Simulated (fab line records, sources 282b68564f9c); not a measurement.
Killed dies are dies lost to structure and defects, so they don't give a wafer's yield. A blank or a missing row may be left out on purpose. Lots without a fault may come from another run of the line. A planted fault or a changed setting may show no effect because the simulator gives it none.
fab line records | flow rit_cmos
record lots=16 wafers=48 last_day=7
route steps=202 shown NWELL@31 M1@202
lots that met no fault: from a run of the same line without faults
start_h: hours from the record's first day to the start of the lot's first wafer shown | wait_h: hours since the lot's step before | " the same as in the row above | L1.1+2: a row that stands for several wafers | - no value, or no start given | * or withheld: withheld | < > ~ a bound
route shown NAME@n: a module of which the file shows steps, and the number in the route of the first | usual: mean/standard deviation of fault-free wafers | same: alike in all rows | chamber/n: place in a boat | sites: the reading at each site | _std_site: their standard deviation | _edge_site: outer sites' mean less inner sites' | radius_mm: how far each site lies from the wafer's centre | mask NAME#n: copy n | behind: the tool/chamber that last shaped the wafer | hold: why the lot was held/for how many hours/how that ended | device: the transistor (n, p or np) that didn't switch | end of line: the same wafers' tests at the end of the route | a step without rows: its recipe alone | killed: dies lost to structure and defects at the first sort, not the wafer's yield | map: a wafer's dies, x killed, . not, _ none there
set.NAME: the setting as run; set.NAME@STEP: as run at that earlier step | model.NAME: the simulator's own value behind a step, which no gauge read
steps of the route over a sample of lots; a table a step, a row a wafer
services: from which hour (start_h, from the record's first day; less than 0 if before it) a tool's chamber was out of use, for how many hours, and why
## steps
# step RIT_NWELL_EXPOSE_03
# recipe mask_id=M2 na=0.57 target_cd_nm=43900 dose_mj=250
# usual exposure_dose_mJ_cm2=250.03/0.25
# same na=0.57
# columns lot.wafer tool chamber start_h wait_h mask exposure_dose_mJ_cm2
L320.3 iline_stepper-02 0 22.45 0.1 M2#0 250.10
L320.4 " 0 " " M2#0 250.04
L320.6 " 0 " " M2#0 249.91
L321.2 iline_stepper-02 0 30.02 0.1 M2#0 250.35
L321.4 " 0 " " M2#0 250.06
L321.6 " 0 " " M2#0 250.19
L322.1 iline_stepper-01 0 33.63 0.2 M2#0 250.32
L322.3 " 0 " " M2#0 250.28
L322.6 " 0 " " M2#0 250.40
L323.1 iline_stepper-02 0 36.57 0.2 M2#0 250.03
L323.3 " 0 " " M2#0 250.17
L323.6 " 0 " " M2#0 249.89
L324.1 iline_stepper-01 0 41.11 0.2 M2#0 250.45
L324.5 " 0 " " M2#0 250.32
L324.6 " 0 " " M2#0 250.71
L325.1 iline_stepper-02 0 47.36 0.3 M2#0 250.33
L325.2 " 0 " " M2#0 250.70
L325.4 " 0 " " M2#0 250.58
L326.2 iline_stepper-02 0 49.97 0.1 M2#0 250.26
L326.4 " 0 " " M2#0 250.14
L326.6 " 0 " " M2#0 250.19
L328.3 iline_stepper-02 0 64.66 0.2 M2#0 250.24
L328.4 " 0 " " M2#0 250.05
L328.5 " 0 " " M2#0 249.70
L330.1 iline_stepper-02 0 74.05 0.1 M2#0 249.73
L330.3 " 0 " " M2#0 249.91
L330.6 " 0 " " M2#0 249.91
L331.2 iline_stepper-02 0 80.85 0.2 M2#0 249.83
L331.3 " 0 " " M2#0 249.98
L331.6 " 0 " " M2#0 249.85
L332.2 iline_stepper-02 0 82.14 0.2 M2#0 250.22
L332.3 " 0 " " M2#0 250.25
L332.4 " 0 " " M2#0 250.01
L334.2 iline_stepper-01 0 93.79 0.1 M2#0 250.20
L334.3 " 0 " " M2#0 250.13
L334.5 " 0 " " M2#0 249.69
L338.1 iline_stepper-01 0 112.07 0.2 M2#0 250.24
L338.4 " 0 " " M2#0 249.77
L338.5 " 0 " " M2#0 250.24
L339.1 iline_stepper-01 0 115.74 0.1 M2#0 249.71
L339.2 " 0 " " M2#0 250.12
L339.3 " 0 " " M2#0 249.91
L340.1 iline_stepper-01 0 122.27 0.1 M2#0 250.08
L340.2 " 0 " " M2#0 249.87
L340.6 " 0 " " M2#0 249.99
L342.1 iline_stepper-01 0 134.89 0.2 M2#0 249.94
L342.2 " 0 " " M2#0 250.02
L342.4 " 0 " " M2#0 249.79
# step RIT_NWELL_OVL_MEAS_06
# usual NWELL_OVL=-0.4/1.4
# columns lot.wafer tool chamber start_h wait_h hold NWELL_OVL[nm]
L320.3 overlay-01 - 22.85 - - -2.5
L320.4 " - " " - -1.0
L320.6 " - " " - -1.8
L321.2 overlay-02 - 30.43 - - -2.7
L321.4 " - " " - -2.4
L321.6 " - " " - -1.3
L322.1 overlay-01 - 34.06 - - 1.1
L322.3 " - " " - 0.0
L322.6 " - " " - 0.6
L323.1 overlay-02 - 37.00 - - 0.2
L323.3 " - " " - -0.6
L323.6 " - " " - -2.0
L324.1 overlay-01 - 41.54 - - 0.5
L324.5 " - " " - 2.2
L324.6 " - " " - 1.2
L325.1 overlay-01 - 47.79 - - -0.6
L325.2 " - " " - -0.9
L325.4 " - " " - -0.6
L326.2 overlay-02 - 50.38 - - 1.1
L326.4 " - " " - 0.0
L326.6 " - " " - 0.0
L328.3 overlay-02 - 65.07 - await_dispo/0.2h/release -180.6
L328.4 " - " " await_dispo/0.2h/release -181.6
L328.5 " - " " await_dispo/0.2h/release -181.3
L328.3 overlay-02 - 65.27 0.2 - -179.3
L328.4 " - " " - -180.7
L328.5 " - " " - -180.7
L330.1 overlay-01 - 74.48 - await_dispo/0.2h/release -180.7
L330.3 " - " " await_dispo/0.2h/release -181.1
L330.6 " - " " await_dispo/0.2h/release -178.9
L330.1 overlay-01 - 74.69 0.2 - -180.9
L330.3 " - " " - -180.1
L330.6 " - " " - -178.4
L331.2 overlay-02 - 81.27 - await_dispo/0.2h/release -181.2
L331.3 " - " " await_dispo/0.2h/release -180.1
L331.6 " - " " await_dispo/0.2h/release -178.9
L331.2 overlay-02 - 81.47 0.2 - -180.4
L331.3 " - " " - -179.4
L331.6 " - " " - -178.7
L332.2 overlay-02 - 82.56 - await_dispo/0.2h/release -179.3
L332.3 " - " " await_dispo/0.2h/release -179.8
L332.4 " - " " await_dispo/0.2h/release -181.3
L332.2 overlay-02 - 82.76 0.2 - -178.1
L332.3 " - " " - -179.6
L332.4 " - " " - -181.3
L334.2 overlay-02 - 94.20 - - -1.8
L334.3 " - " " - 0.2
L334.5 " - " " - -0.2
L338.1 overlay-01 - 112.50 - - -0.8
L338.4 " - " " - -3.0
L338.5 " - " " - -1.2
L339.1 overlay-02 - 116.17 - - 0.0
L339.2 " - " " - 0.4
L339.3 " - " " - 0.6
L340.1 overlay-02 - 122.70 - - -0.4
L340.2 " - " " - -1.2
L340.6 " - " " - -0.9
L342.1 overlay-01 - 135.32 - - -0.1
L342.2 " - " " - 0.1
L342.4 " - " " - 0.6
# step RIT_M1_PROBE_99
# usual defect_limited_yield=97.5/1.2 killed_at_contacts=0.1/0.32 killed_at_front_end=6/3.1 killed_dies=7/3.2 killed_open=3.1/1.9 killed_short=3.5/2.2 sort_bin_3_pad_short=0.2/0.24 sort_bin_5_function=1.5/0.86 sort_bin_6_memory=0.9/0.59 sort_n_pass=257/3.2 sort_yield_pct=97.5/1.2
# same gross_dies=264 killed_at_M0_to_M3=0 killed_at_M4_up=0 killed_at_back_side=0 killed_at_other=0
# columns lot.wafer tool chamber start_h wait_h defect_limited_yield[%] killed_at_contacts killed_at_front_end killed_dies killed_open killed_short sort_bin_3_pad_short[%] sort_bin_5_function[%] sort_bin_6_memory[%] sort_n_pass sort_yield_pct[%]
L334.2 prober-02 - 131.76 0.1 96.2 0 10 10 1 9 0.4 1.9 1.5 254 96.2
L334.3 prober-02 - 131.81 0.2 99.6 0 1 1 1 0 0 0 0.4 263 99.6
L334.5 prober-02 - 131.91 0.2 98.5 0 4 4 2 2 0.4 0.4 0.8 260 98.5
L338.1 prober-02 - 153.35 0.1 98.9 0 3 3 2 1 0 0.8 0.4 261 98.9
L338.4 prober-02 - 153.50 0.2 98.9 0 3 3 1 2 0 1.1 0 261 98.9
L338.5 prober-02 - 153.55 0.2 97.7 0 6 6 4 2 0 1.5 0.8 258 97.7
L340.1 prober-02 - 164.82 0.1 96.6 0 9 9 5 4 0 1.9 1.5 255 96.6
L340.2 prober-02 - 164.87 0.1 95.8 1 10 11 6 5 0.4 1.9 1.9 253 95.8
L340.6 prober-02 - 165.07 0.2 96.2 0 10 10 3 7 0.8 1.1 1.9 254 96.2
# killed by level:class
L334.2 REOX:geometric_particle:short=4 GATE:geometric_particle:short=3 FOX1:geometric_particle:short=1 FOX2:geometric_particle:open=1 SILICIDE:geometric_particle:short=1
L334.3 REOX:geometric_particle:open=1
L334.5 GATE:geometric_particle:short=2 SPACER:geometric_particle:open=1 SILICIDE:geometric_particle:open=1
L338.1 FOX1:geometric_particle:short=1 FOX1:geometric_particle:open=1 REOX:geometric_particle:open=1
L338.4 GATE:geometric_particle:short=2 GATE:geometric_particle:open=1
L338.5 SPACER:geometric_particle:open=2 FOX1:geometric_particle:short=1 FOX1:geometric_particle:open=1 GATE:geometric_particle:short=1 GATE:geometric_particle:open=1
L340.1 GATE:geometric_particle:short=2 GATE:geometric_particle:open=2 SPACER:geometric_particle:open=2 FOX1:geometric_particle:short=1 FOX1:geometric_particle:open=1 SILICIDE:geometric_particle:short=1
L340.2 GATE:geometric_particle:open=3 SPACER:geometric_particle:short=2 SILICIDE:geometric_particle:short=2 FOX1:geometric_particle:open=1 GATE:geometric_particle:short=1 SILICIDE:geometric_particle:open=1 CONTACT:geometric_particle:open=1
L340.6 GATE:geometric_particle:short=4 GATE:geometric_particle:open=1 REOX:geometric_particle:short=1 REOX:geometric_particle:open=1 SPACER:geometric_particle:short=1 SPACER:geometric_particle:open=1 SILICIDE:geometric_particle:short=1
## services
# columns tool chamber start_h hours kind
iline_stepper-02 0 6.26 - calibration
iline_stepper-01 - 77.36 6.5 repair
iline_stepper-01 0 99.70 - calibration
iline_stepper-01 - 107.67 1.7 pm
## key
first_sign step=RIT_NWELL_OVL_MEAS_06 reading=visit direction=added
effect step=RIT_NWELL_OVL_MEAS_06 reading=NWELL_OVL direction=down sigmas=99+ usual=-0.4 struck=-180.4
met_at RIT_NWELL_EXPOSE_03
struck_lots L328,L330,L331,L332
scrapped_behind RIT_NWELL_OVL_MEAS_06 L328.3,L328.4,L328.5,L330.1,L330.3,L330.6,L331.2,L331.3,L331.6,L332.2,L332.3,L332.4
onset_between 49.97 64.66
fault kind=scanner_matching_overlay tool=iline_stepper-02 chamber=- onset_h=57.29 steps=RIT_NWELL_EXPOSE_03 offset=-180
